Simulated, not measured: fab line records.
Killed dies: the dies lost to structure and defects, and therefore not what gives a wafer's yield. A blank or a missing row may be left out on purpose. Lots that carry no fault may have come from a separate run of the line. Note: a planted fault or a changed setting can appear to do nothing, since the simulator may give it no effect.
fab line records + flow rit_cmos
[record]
- lots = 6
- wafers = 18
- last_day = 7
route steps=202 shown NWELL@35 PWELL@39 M1@202
lots untouched by any fault: they come from a run of this same line in which no faults occurred
start_h: hours from the record's first day to the start of the lot's first wafer shown + wait_h: time in hours since the lot's previous step + " identical to the entry in the row above + L1.1+2: a row that stands for several wafers + - either no value or no given start + * or withheld: withheld + < > ~ a bound
route shown NAME@n: a module of which the file shows steps, and the number in the route of the first + usual: mean/standard deviation taken from wafers without a fault + same: alike in all rows + chamber/n: place in a boat + sites: readings site by site + _std_site: the values' standard deviation + _edge_site: inner sites' mean taken away from outer sites' mean + radius_mm: for every site, how far away it sits from the centre of the wafer + mask NAME#n: copy n + behind: tool/chamber where the wafer was last shaped + hold: the reason the lot was held/the length of the hold in hours/how it ended + device: transistor that didn't switch, given as n, p or np + end of line: tests of these same wafers at the route's end + a step with no rows: only its recipe + killed: dies that structure and defects cost at the first sort, which is not the same as the wafer's yield + map: the dies of a wafer, with x for killed, . for not killed, _ for no die there
set.NAME: the setting that was run; set.NAME@STEP: the one run at that earlier step + model.NAME: the simulator's own value behind a step, which no gauge read
lots seen at some steps along the route; tables by step, rows by wafer
services: from which hour (start_h, from the record's first day; less than 0 if before it) a tool's chamber was out of use, for how many hours, and why
[[steps]]
[step RIT_NWELL_HARDBAKE_07]
[recipe]
- resist = NOVOLAK
- temp_c = 140
- time_s = 120
[step RIT_NWELL_IMPLANT_08]
[recipe]
- species = P
- energy_kev = 170
- dose_cm2 = 5e+13
- tilt_deg = 7
[step RIT_NWELL_STRIP_09]
[recipe]
- chemistry = O2
- time_s = 180
- resist = NOVOLAK
- platen_temp_c = withheld
- power_w = 500
- pressure_mtorr = 4000
- o2_flow_sccm = 4000
[usual]
- drypump_motor_current_A = 5.7/0.31
| lot.wafer | tool            | chamber | start_h | wait_h | drypump_motor_current_A | rf_hours_counter_h |
|-----------|-----------------|---------|---------|--------|-------------------------|--------------------|
| L852.2    | plasma_asher-01 | 0       | 34.98   | 0.1    | 6.1                     | 38                 |
| L852.3    | "               | 0       | "       | "      | 6.1                     | -                  |
| L852.5    | "               | 1       | "       | "      | 5.7                     | -                  |
| L858.1    | plasma_asher-01 | 1       | 66.96   | 0.1    | 5.6                     | 42                 |
| L858.5    | "               | 1       | "       | "      | 5.6                     | -                  |
| L858.6    | "               | 0       | "       | "      | 6.1                     | -                  |
| L868.2    | plasma_asher-04 | 1       | 112.90  | 0.1    | 5.6                     | 32                 |
| L868.3    | "               | 0       | "       | "      | 5.0                     | -                  |
| L868.5    | "               | 1       | "       | "      | 5.5                     | -                  |
| L869.1    | plasma_asher-02 | 1       | 116.41  | 0.1    | 5.9                     | 48                 |
| L869.4    | "               | 1       | "       | "      | 5.9                     | -                  |
| L869.5    | "               | 1       | "       | "      | 5.9                     | -                  |
| L870.4    | plasma_asher-02 | 0       | 122.45  | 0.1    | 5.7                     | -                  |
| L870.5    | "               | 0       | "       | "      | 5.7                     | -                  |
| L870.6    | "               | 1       | "       | "      | 5.9                     | -                  |
| L872.2    | plasma_asher-01 | 0       | 135.26  | 0.1    | 6.1                     | 2                  |
| L872.5    | "               | 1       | "       | "      | 5.6                     | -                  |
| L872.6    | "               | 0       | "       | "      | 6.1                     | -                  |
[step RIT_NWELL_TW_MEAS_10]
[usual]
- NWELL_TW = 2128/25
| lot.wafer | tool          | chamber | start_h | wait_h | NWELL_TW |
|-----------|---------------|---------|---------|--------|----------|
| L852.2    | film_metro-04 | -       | 35.16   | 0.1    | 2137     |
| L852.3    | "             | -       | "       | "      | 2145     |
| L852.5    | "             | -       | "       | "      | 2140     |
| L858.1    | film_metro-01 | -       | 67.14   | 0.1    | 2098     |
| L858.5    | "             | -       | "       | "      | 2101     |
| L858.6    | "             | -       | "       | "      | 2074     |
| L868.2    | film_metro-01 | -       | 113.08  | 0.1    | 2098     |
| L868.3    | "             | -       | "       | "      | 2095     |
| L868.5    | "             | -       | "       | "      | 2081     |
| L869.1    | film_metro-01 | -       | 116.58  | 0.1    | 2089     |
| L869.4    | "             | -       | "       | "      | 2095     |
| L869.5    | "             | -       | "       | "      | 2088     |
| L870.4    | film_metro-02 | -       | 122.59  | 0.1    | 2134     |
| L870.5    | "             | -       | "       | "      | 2133     |
| L870.6    | "             | -       | "       | "      | 2137     |
| L872.2    | film_metro-04 | -       | 135.45  | 0.1    | 2163     |
| L872.5    | "             | -       | "       | "      | 2167     |
| L872.6    | "             | -       | "       | "      | 2154     |
[step RIT_PWELL_HMDS_00]
[recipe]
- prime_time_s = 60
- prime_temp_c = 140
[step RIT_PWELL_COAT_01]
[recipe]
- resist = NOVOLAK
- spin_rpm = 2000
- resist_thk_nm = 1300
[step RIT_PWELL_SOFTBAKE_02]
[recipe]
- resist = NOVOLAK
- temp_c = 90
- time_s = 60
[step RIT_PWELL_EXPOSE_03]
[recipe]
- mask_id = M3
- na = 0.57
- target_cd_nm = 43700
- dose_mj = 250
[step RIT_PWELL_PEB_04]
[recipe]
- resist = NOVOLAK
- temp_c = withheld
- time_s = withheld
[step RIT_PWELL_DEVELOP_05]
[recipe]
- resist = NOVOLAK
- develop_time_s = 68
- dev_temp_c = 23
[step RIT_PWELL_OVL_MEAS_06]
[usual]
- PWELL_OVL = -0.3/1
| lot.wafer | tool       | chamber | start_h | wait_h | PWELL_OVL[nm] |
|-----------|------------|---------|---------|--------|---------------|
| L852.2    | overlay-01 | -       | 36.10   | -      | 0.5           |
| L852.3    | "          | -       | "       | "      | -0.8          |
| L852.5    | "          | -       | "       | "      | -0.8          |
| L858.1    | overlay-01 | -       | 68.20   | -      | -0.5          |
| L858.5    | "          | -       | "       | "      | -0.1          |
| L858.6    | "          | -       | "       | "      | -0.5          |
| L868.2    | overlay-01 | -       | 114.14  | -      | -1.1          |
| L868.3    | "          | -       | "       | "      | -0.5          |
| L868.5    | "          | -       | "       | "      | -1.0          |
| L869.1    | overlay-01 | -       | 117.65  | -      | -1.3          |
| L869.4    | "          | -       | "       | "      | -0.3          |
| L869.5    | "          | -       | "       | "      | -1.0          |
| L870.4    | overlay-02 | -       | 123.52  | -      | 1.0           |
| L870.5    | "          | -       | "       | "      | 1.2           |
| L870.6    | "          | -       | "       | "      | 0.9           |
| L872.2    | overlay-02 | -       | 136.51  | -      | -1.0          |
| L872.5    | "          | -       | "       | "      | 0.1           |
| L872.6    | "          | -       | "       | "      | 1.7           |
[step RIT_PWELL_HARDBAKE_07]
[recipe]
- resist = NOVOLAK
- temp_c = 140
- time_s = 120
[step RIT_PWELL_IMPLANT_08]
[recipe]
- species = B
- energy_kev = 171.1
- dose_cm2 = 7e+13
- tilt_deg = 7
[usual]
- dose_ions_cm2 = 7e+13/6.7e+10
- faraday_current_uA = 222/4.5
| lot.wafer | tool         | chamber | start_h | wait_h | dose_ions_cm2 | faraday_current_uA |
|-----------|--------------|---------|---------|--------|---------------|--------------------|
| L852.2    | implanter-03 | 0       | 36.40   | 0.2    | 7.011e+13     | 225                |
| L852.3    | "            | 0       | "       | "      | 7.002e+13     | 223                |
| L852.5    | "            | 0       | "       | "      | 6.996e+13     | 226                |
| L858.1    | implanter-04 | 0       | 68.49   | 0.2    | 6.991e+13     | 216                |
| L858.5    | "            | 0       | "       | "      | 7.001e+13     | 217                |
| L858.6    | "            | 0       | "       | "      | 6.992e+13     | 217                |
| L868.2    | implanter-04 | 0       | 114.49  | 0.2    | 9.951e+13     | 329                |
| L868.3    | "            | 0       | "       | "      | 9.94e+13      | 317                |
| L868.5    | "            | 0       | "       | "      | 9.946e+13     | 297                |
| L869.1    | implanter-04 | 0       | 117.93  | 0.2    | 9.938e+13     | 315                |
| L869.4    | "            | 0       | "       | "      | 9.941e+13     | 320                |
| L869.5    | "            | 0       | "       | "      | 9.933e+13     | 312                |
| L870.4    | implanter-03 | 0       | 123.86  | 0.2    | 7.003e+13     | 227                |
| L870.5    | "            | 0       | "       | "      | 6.998e+13     | 217                |
| L870.6    | "            | 0       | "       | "      | 7.001e+13     | 218                |
| L872.2    | implanter-02 | 0       | 136.82  | 0.2    | 7.014e+13     | 230                |
| L872.5    | "            | 0       | "       | "      | 6.995e+13     | 229                |
| L872.6    | "            | 0       | "       | "      | 7.001e+13     | 226                |
[step RIT_PWELL_STRIP_09]
[recipe]
- chemistry = O2
- time_s = 180
- resist = NOVOLAK
- platen_temp_c = withheld
- power_w = 500
- pressure_mtorr = 4000
- o2_flow_sccm = 4000
[usual]
- drypump_motor_current_A = 5.7/0.31
| lot.wafer | tool            | chamber | start_h | wait_h | drypump_motor_current_A | rf_hours_counter_h |
|-----------|-----------------|---------|---------|--------|-------------------------|--------------------|
| L852.2    | plasma_asher-02 | 1       | 36.53   | 0.1    | 5.9                     | 40                 |
| L852.3    | "               | 0       | "       | "      | 5.7                     | -                  |
| L852.5    | "               | 0       | "       | "      | 5.7                     | -                  |
| L858.1    | plasma_asher-04 | 1       | 68.64   | 0.1    | 5.6                     | 27                 |
| L858.5    | "               | 0       | "       | "      | 5.0                     | -                  |
| L858.6    | "               | 1       | "       | "      | 5.5                     | -                  |
| L868.2    | plasma_asher-02 | 1       | 114.61  | 0.1    | 5.8                     | 48                 |
| L868.3    | "               | 1       | "       | "      | 5.9                     | -                  |
| L868.5    | "               | 0       | "       | "      | 5.7                     | -                  |
| L869.1    | plasma_asher-03 | 0       | 118.08  | 0.1    | 5.7                     | 48                 |
| L869.4    | "               | 0       | "       | "      | 5.7                     | -                  |
| L869.5    | "               | 1       | "       | "      | 6.0                     | -                  |
| L870.4    | plasma_asher-02 | 1       | 124.00  | 0.1    | 5.9                     | -                  |
| L870.5    | "               | 0       | "       | "      | 5.7                     | -                  |
| L870.6    | "               | 1       | "       | "      | 5.9                     | -                  |
| L872.2    | plasma_asher-03 | 1       | 136.94  | 0.1    | 6.1                     | 50                 |
| L872.5    | "               | 1       | "       | "      | 6.1                     | -                  |
| L872.6    | "               | 0       | "       | "      | 5.7                     | -                  |
[step RIT_PWELL_TW_MEAS_10]
[usual]
- PWELL_TW = 946/12
| lot.wafer | tool          | chamber | start_h | wait_h | hold                     | PWELL_TW |
|-----------|---------------|---------|---------|--------|--------------------------|----------|
| L852.2    | film_metro-02 | -       | 36.71   | 0.1    | -                        | 945      |
| L852.3    | "             | -       | "       | "      | -                        | 960      |
| L852.5    | "             | -       | "       | "      | -                        | 952      |
| L858.1    | film_metro-02 | -       | 68.81   | 0.1    | -                        | 960      |
| L858.5    | "             | -       | "       | "      | -                        | 959      |
| L858.6    | "             | -       | "       | "      | -                        | 957      |
| L868.2    | film_metro-02 | -       | 114.80  | 0.1    | await_dispo/0.2h/release | 1065     |
| L868.3    | "             | -       | "       | "      | await_dispo/0.2h/release | 1067     |
| L868.5    | "             | -       | "       | "      | await_dispo/0.2h/release | 1069     |
| L868.2    | film_metro-02 | -       | 115.03  | 0.2    | -                        | 1066     |
| L868.3    | "             | -       | "       | "      | -                        | 1068     |
| L868.5    | "             | -       | "       | "      | -                        | 1066     |
| L869.1    | film_metro-01 | -       | 118.26  | 0.1    | await_dispo/0.2h/release | 1040     |
| L869.4    | "             | -       | "       | "      | await_dispo/0.2h/release | 1046     |
| L869.5    | "             | -       | "       | "      | await_dispo/0.2h/release | 1045     |
| L869.1    | film_metro-01 | -       | 118.48  | 0.2    | -                        | 1042     |
| L869.4    | "             | -       | "       | "      | -                        | 1038     |
| L869.5    | "             | -       | "       | "      | -                        | 1041     |
| L870.4    | film_metro-02 | -       | 124.14  | 0.1    | -                        | 954      |
| L870.5    | "             | -       | "       | "      | -                        | 945      |
| L870.6    | "             | -       | "       | "      | -                        | 953      |
| L872.2    | film_metro-04 | -       | 137.13  | 0.1    | -                        | 957      |
| L872.5    | "             | -       | "       | "      | -                        | 958      |
| L872.6    | "             | -       | "       | "      | -                        | 956      |
[step RIT_WELLDRIVE_RS_MEAS_01]
[recipe]
- thk_meas_gauge = four-point-probe
[usual]
- NWELL_RS = 275.5/0.7
| lot.wafer | tool          | chamber | start_h | wait_h | NWELL_RS[ohm/sq] |
|-----------|---------------|---------|---------|--------|------------------|
| L852.2    | film_metro-01 | -       | 41.91   | 0.0    | 276.5            |
| L852.3    | "             | -       | "       | "      | 276.9            |
| L852.5    | "             | -       | "       | "      | 276.2            |
| L858.1    | film_metro-02 | -       | 73.99   | 0.0    | 274.6            |
| L858.5    | "             | -       | "       | "      | 274.6            |
| L858.6    | "             | -       | "       | "      | 275.5            |
| L868.2    | film_metro-04 | -       | 124.80  | 0.0    | 275.6            |
| L868.3    | "             | -       | "       | "      | 275.4            |
| L868.5    | "             | -       | "       | "      | 276.1            |
| L870.4    | film_metro-01 | -       | 130.99  | 0.1    | 275.2            |
| L870.5    | "             | -       | "       | "      | 276.3            |
| L870.6    | "             | -       | "       | "      | 275.4            |
| L869.1    | film_metro-01 | -       | 132.56  | 0.0    | 275.9            |
| L869.4    | "             | -       | "       | "      | 276.6            |
| L869.5    | "             | -       | "       | "      | 275.0            |
| L872.2    | film_metro-02 | -       | 143.08  | 0.0    | 275.4            |
| L872.5    | "             | -       | "       | "      | 274.7            |
| L872.6    | "             | -       | "       | "      | 274.8            |
[step RIT_WELLDRIVE_RS_MEAS_02]
[recipe]
- thk_meas_gauge = four-point-probe
[usual]
- PWELL_RS = 429.3/1.2
| lot.wafer | tool          | chamber | start_h | wait_h | hold                     | PWELL_RS[ohm/sq] |
|-----------|---------------|---------|---------|--------|--------------------------|------------------|
| L852.2    | film_metro-01 | -       | 42.03   | 0.1    | -                        | 430.5            |
| L852.3    | "             | -       | "       | "      | -                        | 428.7            |
| L852.5    | "             | -       | "       | "      | -                        | 428.8            |
| L858.1    | film_metro-02 | -       | 74.11   | 0.1    | -                        | 427.1            |
| L858.5    | "             | -       | "       | "      | -                        | 426.8            |
| L858.6    | "             | -       | "       | "      | -                        | 426.4            |
| L868.2    | film_metro-04 | -       | 125.14  | 0.3    | await_dispo/0.2h/release | 344.1            |
| L868.3    | "             | -       | "       | "      | await_dispo/0.2h/release | 346.6            |
| L868.5    | "             | -       | "       | "      | await_dispo/0.2h/release | 346.4            |
| L868.2    | film_metro-04 | -       | 125.59  | 0.4    | -                        | 345.1            |
| L868.3    | "             | -       | "       | "      | -                        | 346.2            |
| L868.5    | "             | -       | "       | "      | -                        | 346.0            |
| L870.4    | film_metro-01 | -       | 131.11  | 0.1    | -                        | 427.8            |
| L870.5    | "             | -       | "       | "      | -                        | 428.5            |
| L870.6    | "             | -       | "       | "      | -                        | 428.2            |
| L869.1    | film_metro-01 | -       | 132.68  | 0.1    | await_dispo/0.2h/release | 346.3            |
| L869.4    | "             | -       | "       | "      | await_dispo/0.2h/release | 346.1            |
| L869.5    | "             | -       | "       | "      | await_dispo/0.2h/release | 345.7            |
| L869.1    | film_metro-01 | -       | 132.97  | 0.3    | -                        | 346.1            |
| L869.4    | "             | -       | "       | "      | -                        | 345.6            |
| L869.5    | "             | -       | "       | "      | -                        | 345.8            |
| L872.2    | film_metro-02 | -       | 143.20  | 0.1    | -                        | 428.3            |
| L872.5    | "             | -       | "       | "      | -                        | 427.8            |
| L872.6    | "             | -       | "       | "      | -                        | 427.7            |
[step RIT_M1_PROBE_99]
[usual]
- defect_limited_yield = 97.1/1.2
- killed_at_contacts = 0.1/0.31
- killed_at_front_end = 8/3.1
- killed_dies = 8/3.2
- killed_open = 3.9/2.2
- killed_short = 3.8/2.1
- sort_bin_3_pad_short = 0.1/0.23
- sort_bin_5_function = 1.7/0.86
- sort_bin_6_memory = 1.1/0.7
- sort_n_pass = 256/3.2
- sort_yield_pct = 97.1/1.2
[same]
- gross_dies = 264
- killed_at_M0_to_M3 = 0
- killed_at_M4_up = 0
- killed_at_back_side = 0
- killed_at_other = 0
| lot.wafer | tool      | chamber | start_h | wait_h | defect_limited_yield[%] | killed_at_contacts | killed_at_front_end | killed_dies | killed_open | killed_short | sort_bin_3_pad_short[%] | sort_bin_5_function[%] | sort_bin_6_memory[%] | sort_n_pass | sort_yield_pct[%] |
|-----------|-----------|---------|---------|--------|-------------------------|--------------------|---------------------|-------------|-------------|--------------|-------------------------|------------------------|----------------------|-------------|-------------------|
| L852.2    | prober-02 | -       | 73.47   | 0.1    | 97.3                    | 0                  | 7                   | 7           | 4           | 3            | 0                       | 0.8                    | 1.9                  | 257         | 97.3              |
| L852.3    | prober-02 | -       | 73.52   | 0.2    | 95.8                    | 1                  | 10                  | 11          | 7           | 4            | 0.4                     | 2.3                    | 1.5                  | 253         | 95.8              |
| L852.5    | prober-02 | -       | 73.62   | 0.2    | 96.2                    | 0                  | 10                  | 10          | 5           | 5            | 0.8                     | 1.9                    | 1.1                  | 254         | 96.2              |
| L872.2    | prober-02 | -       | 172.85  | 0.1    | 98.1                    | 0                  | 5                   | 5           | 4           | 1            | 0                       | 1.5                    | 0.4                  | 259         | 98.1              |
| L872.5    | prober-02 | -       | 173.00  | 0.2    | 97.7                    | 0                  | 6                   | 6           | 2           | 4            | 0                       | 1.5                    | 0.8                  | 258         | 97.7              |
| L872.6    | prober-02 | -       | 173.05  | 0.2    | 97.7                    | 0                  | 6                   | 6           | 3           | 3            | 0.4                     | 0.8                    | 1.1                  | 258         | 97.7              |
// killed by level:class
L852.2 GATE:geometric_particle:open=2 FOX2:geometric_particle:short=1 REOX:geometric_particle:open=1 REOX:geometric_particle:short=1 SPACER:geometric_particle:open=1 SPACER:geometric_particle:short=1
L852.3 REOX:geometric_particle:open=2 SILICIDE:geometric_particle:open=2 FOX1:geometric_particle:short=1 GATE:geometric_particle:open=1 REOX:geometric_particle:short=1 SPACER:geometric_particle:open=1 SPACER:geometric_particle:short=1 SILICIDE:geometric_particle:short=1
L852.5 SPACER:geometric_particle:open=3 SPACER:geometric_particle:short=2 FOX1:geometric_particle:short=1 GATE:geometric_particle:short=1 GATE:geometric_particle:open=1 REOX:geometric_particle:open=1 REOX:geometric_particle:short=1
L872.2 FOX1:geometric_particle:open=2 ACTIVE:geometric_particle:short=1 FOX2:geometric_particle:open=1 REOX:geometric_particle:open=1
L872.5 SPACER:geometric_particle:short=3 FOX1:geometric_particle:short=1 FOX2:geometric_particle:open=1 SPACER:geometric_particle:open=1
L872.6 FOX1:geometric_particle:short=2 SPACER:geometric_particle:open=2 REOX:geometric_particle:open=1 REOX:geometric_particle:short=1
[[services]]
| tool            | chamber | start_h | hours | kind       |
|-----------------|---------|---------|-------|------------|
| implanter-04    | -       | 35.09   | 3.4   | repair     |
| plasma_asher-01 | -       | 55.06   | 1.2   | repair     |
| implanter-03    | -       | 57.50   | 1.7   | repair     |
| implanter-04    | -       | 64.76   | 1.3   | repair     |
| implanter-03    | -       | 65.47   | 4.7   | pm         |
| implanter-04    | -       | 69.34   | 5.4   | repair     |
| implanter-03    | -       | 70.16   | 3.2   | pm         |
| plasma_asher-02 | -       | 72.75   | 2.8   | pm         |
| implanter-03    | -       | 84.58   | 10.2  | repair     |
| implanter-04    | -       | 94.46   | 5.6   | pm         |
| plasma_asher-01 | -       | 108.90  | 9.0   | pm         |
| plasma_asher-01 | 0       | 108.90  | 9.0   | vent_cycle |
| plasma_asher-01 | 1       | 108.90  | 9.0   | vent_cycle |
| plasma_asher-01 | 0       | 117.90  | -     | clean      |
| plasma_asher-01 | 1       | 117.90  | -     | clean      |
| implanter-02    | -       | 121.27  | 6.1   | repair     |
| implanter-04    | -       | 123.43  | 2.4   | repair     |
| plasma_asher-04 | -       | 132.08  | 5.2   | repair     |
[[key]]
[first_sign]
- step = RIT_PWELL_IMPLANT_08
- reading = dose_ions_cm2
- direction = up
- sigmas = 99+
- usual = 7e+13
- struck = 9.942e+13
[effect]
- step = RIT_PWELL_IMPLANT_08
- reading = faraday_current_uA
- direction = up
- sigmas = 21
- usual = 222
- struck = 315
[effect]
- step = RIT_PWELL_TW_MEAS_10
- reading = visit
- direction = added
[effect]
- step = RIT_PWELL_TW_MEAS_10
- reading = PWELL_TW
- direction = up
- sigmas = 9.3
- usual = 946
- struck = 1055
[effect]
- step = RIT_WELLDRIVE_RS_MEAS_02
- reading = visit
- direction = added
[effect]
- step = RIT_WELLDRIVE_RS_MEAS_02
- reading = PWELL_RS
- direction = down
- sigmas = 72
- usual = 429.3
- struck = 345.9
met_at RIT_PWELL_IMPLANT_08
struck_wafers L868.2,L868.3,L868.5,L869.1,L869.4,L869.5
scrapped_behind RIT_WELLDRIVE_RS_MEAS_02 L868.2,L868.3,L868.5,L869.1,L869.4,L869.5
onset_between 68.49 114.49
[fault]
- kind = process_parameter_drift
- tool = implanter-04
- chamber = -
- onset_h = 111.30
- steps = RIT_PWELL_IMPLANT_08
- channel = dose_cm2
- offset = 2.94e+13
- shape = step
- end_h = 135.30
- acts_in = these_recipes_only
- stated = 7e+13
